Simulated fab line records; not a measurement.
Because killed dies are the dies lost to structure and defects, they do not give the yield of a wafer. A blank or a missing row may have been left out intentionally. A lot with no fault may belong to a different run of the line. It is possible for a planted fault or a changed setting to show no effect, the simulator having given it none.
Struck lot and sound lot, side by side | flow rit-cmos | 34 out of 202 route steps
Sound: wafers L474.3, L474.4, L474.6. Struck: wafers L478.1, L478.3, L478.5. At the end, the cause is stated.
Order at every step that has rows: each side's tool, ch and its chambers, its first start. Under that, the readings that differ: sound wafers | struck wafers | difference of the means | sigmas: that difference in standard deviations of wafers without a fault.
alike: same words and numbers on both sides, and readings whose means sit less than 2 such deviations apart. not compared: any withheld reading, any reading some wafer has no value for, any bound like >300 that may hide the same value, and any number with overlapping values for which the record gives no deviation.
Wherever a step has rows on one side only, a row that says differs or no value, or a row with sigmas, the two part there. Numbers that don't overlap but have no deviation are shown without sigmas and don't part them. A reading missing from all wafers of one side parts the sides only when that side holds two or more wafers.

first, 4 steps without rows for these wafers: RIT_ACTIVE_CLEAN_15 (cleans in SC1, time 600 s); RIT_ACTIVE_CLEAN_16 (cleans in dHF, time 30 s); RIT_ACTIVE_CLEAN_17 (cleans in SC2, time 600 s); RIT_FOX1_OXIDATION_00 (target thk 350.7 nm, ox time 1130 s).
RIT_FOX1_THK_MEAS_01:
  struck on film-metro-03, day 2 19:03; sound on film-metro-02, day 2 00:12
  alike: FOX1_OXIDE_THK
then, 2 steps without rows for these wafers: RIT_FOX1_WET_ETCH_02 (etches SiO2 in BOE, target depth 350 nm, time 390 s); RIT_FOX2_OXIDATION_00 (target thk 350.7 nm, ox time 1130 s).
RIT_FOX2_THK_MEAS_01:
  struck on film-metro-04, day 2 20:34; sound on film-metro-01, day 2 01:41
  alike: FOX2_OXIDE_THK
then, 2 steps without rows for these wafers: RIT_FOX2_CLEAN_02 (cleans in dHF, time 180 s); RIT_FOX2_WET_ETCH_03 (etches Si3N4 in H3PO4, target depth 195 nm, time 2700 s).
RIT_FOX2_THK_MEAS_90:
  struck on film-metro-01, day 2 21:27; sound on film-metro-04, day 2 02:34
  alike: FIELD_OXIDE_LEFT_1_THK
then, 1 step without rows for these wafers: RIT_NWELL_HMDS_00 (prime time 60 s).
RIT_NWELL_COAT_01: resist thk 1321 nm.
  struck on litho-track-02, day 2 21:40; sound on litho-track-01 ch 0, day 2 02:49
  no value came back on the struck wafers for chill-plate-temp-C (C), dispense-pressure-kPa (kPa), resist-line-temp-C (C); on the sound wafers chill-plate-temp-C (C) reads 23.01 23.10 23.05
then, 4 steps without rows for these wafers: RIT_NWELL_SOFTBAKE_02 (time 60 s); RIT_NWELL_EXPOSE_03 (exposes mask M2, target cd 43900 nm); RIT_NWELL_PEB_04; RIT_NWELL_DEVELOP_05 (develop time 68 s).
RIT_NWELL_OVL_MEAS_06:
  struck on overlay-01, day 2 22:23; sound on overlay-01, day 2 03:30
  reading        | sound          | struck | difference                    | sigmas
  NWELL_OVL (nm) | -1.6 -2.0 -0.7 | - - -  | no value on the struck wafers |
then, 2 steps without rows for these wafers: RIT_NWELL_HARDBAKE_07 (time 120 s); RIT_NWELL_IMPLANT_08.
RIT_NWELL_STRIP_09: strips in O2, time 180 s.
  sound on plasma-asher-03 ch 0,1, day 2 03:59; struck on plasma-asher-01 ch 0,1, day 2 22:50
  alike: drypump-motor-current-A
  not compared: rf-hours-counter-h
RIT_NWELL_TW_MEAS_10:
  struck on film-metro-04, day 2 23:00; sound on film-metro-03, day 2 04:07
  alike: NWELL_TW
then, 6 steps without rows for these wafers: RIT_PWELL_HMDS_00 (prime time 60 s); RIT_PWELL_COAT_01 (resist thk 1300 nm); RIT_PWELL_SOFTBAKE_02 (time 60 s); RIT_PWELL_EXPOSE_03 (exposes mask M3, target cd 43700 nm); RIT_PWELL_PEB_04; RIT_PWELL_DEVELOP_05 (develop time 68 s).
RIT_PWELL_OVL_MEAS_06:
  struck on overlay-02, day 2 23:57; sound on overlay-01, day 2 05:03
  reading        | sound          | struck      | difference | sigmas
  PWELL_OVL (nm) | -0.4 -1.7 -1.5 | 1.1 0.7 2.5 | +2.6       | +2
then, 2 steps without rows for these wafers: RIT_PWELL_HARDBAKE_07 (time 120 s); RIT_PWELL_IMPLANT_08.
RIT_PWELL_STRIP_09: strips in O2, time 180 s.
  sound on plasma-asher-01 ch 0,1, day 2 05:32; struck on plasma-asher-02 ch 1, day 3 00:23
  alike: drypump-motor-current-A
  not compared: rf-hours-counter-h
RIT_PWELL_TW_MEAS_10:
  struck on film-metro-04, day 3 00:34; sound on film-metro-03, day 2 05:40
  reading  | sound       | struck         | difference | sigmas
  PWELL_TW | 939 930 938 | 2171 2175 2149 | +1229      | +99 or more
then, 1 step without rows for these wafers: RIT_WELLDRIVE_ANNEAL_00 (time 14700 s).

== WHERE THEY PART ==
First at RIT_NWELL_COAT_01; last, within this record, at RIT_PWELL_TW_MEAS_10.

WHY: what the simulator had put in
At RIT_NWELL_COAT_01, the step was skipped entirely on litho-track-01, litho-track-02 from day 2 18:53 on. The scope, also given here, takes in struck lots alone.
